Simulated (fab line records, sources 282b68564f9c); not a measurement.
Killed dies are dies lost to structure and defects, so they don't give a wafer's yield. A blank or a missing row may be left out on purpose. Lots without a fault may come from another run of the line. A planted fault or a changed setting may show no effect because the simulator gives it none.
Split-lot experiment | flow rit_cmos | 5 lots, 23 wafers read, on a route of 202 steps

THE SPLIT
At RIT_REOX_OXIDATION_03 (target thk 25.2 nm, ox time 5580 s), the setting ox_time_s was moved away from the recipe's 5580 s on 15 of the 23 wafers read, by -11.8% to -6.2%. The other wafers ran this setting at the recipe's value.

The reading is taken at the split's own step.

THE READING
SiO2_of_REOX_OXIDATION_03.thk_nm (the simulator's own value, which no gauge read), in nm, at RIT_REOX_OXIDATION_03 (target thk 25.2 nm, ox time 5580 s). The file gives no usual value for it. The 8 wafers here that ran the recipe average 25.53 nm, standard deviation 0.35 nm.

wafer  | tool, chamber at the split | ox_time_s as run, s | against the recipe | SiO2_of_REOX_OXIDATION_03.thk_nm, nm | against lot-mates on the recipe
L074.1 | -, -                       | 5234                | -6.2%              | 24.1                                 | no lot-mate on the recipe
L074.2 | -, -                       | 5234                | -6.2%              | 24.29                                | no lot-mate on the recipe
L074.3 | -, -                       | 5234                | -6.2%              | 23.95                                | no lot-mate on the recipe
L074.5 | -, -                       | 5234                | -6.2%              | 23.95                                | no lot-mate on the recipe
L074.4 | -, -                       | 5234                | -6.2%              | 23.54                                | no lot-mate on the recipe
L080.1 | -, -                       | 5580                | recipe             | 25.99                                | -
L080.2 | -, -                       | 5580                | recipe             | 25.65                                | -
L080.4 | -, -                       | 5580                | recipe             | 25.69                                | -
L080.5 | -, -                       | 5580                | recipe             | 25.84                                | -
L080.6 | -, -                       | 5580                | recipe             | 25.72                                | -
L081.1 | -, -                       | 4920                | -11.8%             | 22.75                                | no lot-mate on the recipe
L081.2 | -, -                       | 4920                | -11.8%             | 23.16                                | no lot-mate on the recipe
L081.3 | -, -                       | 4920                | -11.8%             | 22.93                                | no lot-mate on the recipe
L081.4 | -, -                       | 4920                | -11.8%             | 22.64                                | no lot-mate on the recipe
L081.5 | -, -                       | 4920                | -11.8%             | 22.97                                | no lot-mate on the recipe
L082.1 | furnace-04, 0              | 5580                | recipe             | 25.31                                | -
L082.3 | furnace-04, 0              | 5580                | recipe             | 24.88                                | -
L082.6 | furnace-04, 0              | 5580                | recipe             | 25.19                                | -
L085.1 | -, -                       | 5178                | -7.2%              | 22.79                                | no lot-mate on the recipe
L085.3 | -, -                       | 5178                | -7.2%              | 23.06                                | no lot-mate on the recipe
L085.4 | -, -                       | 5178                | -7.2%              | 23.16                                | no lot-mate on the recipe
L085.5 | -, -                       | 5178                | -7.2%              | 23.33                                | no lot-mate on the recipe
L085.6 | -, -                       | 5178                | -7.2%              | 22.8                                 | no lot-mate on the recipe

THE FIT
A straight line over all 23 wafers: SiO2_of_REOX_OXIDATION_03.thk_nm changes by +0.242 nm for each +1% of ox_time_s; r = +0.93; the points scatter about the line by 0.46 nm.
Too few moved wafers have a lot-mate on the recipe to fit a line with each lot's own level taken away.

THE FILE'S OWN FIT
SiO2_of_REOX_OXIDATION_03.thk_nm changes by +0.242 nm for each +1% of ox_time_s, r = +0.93.
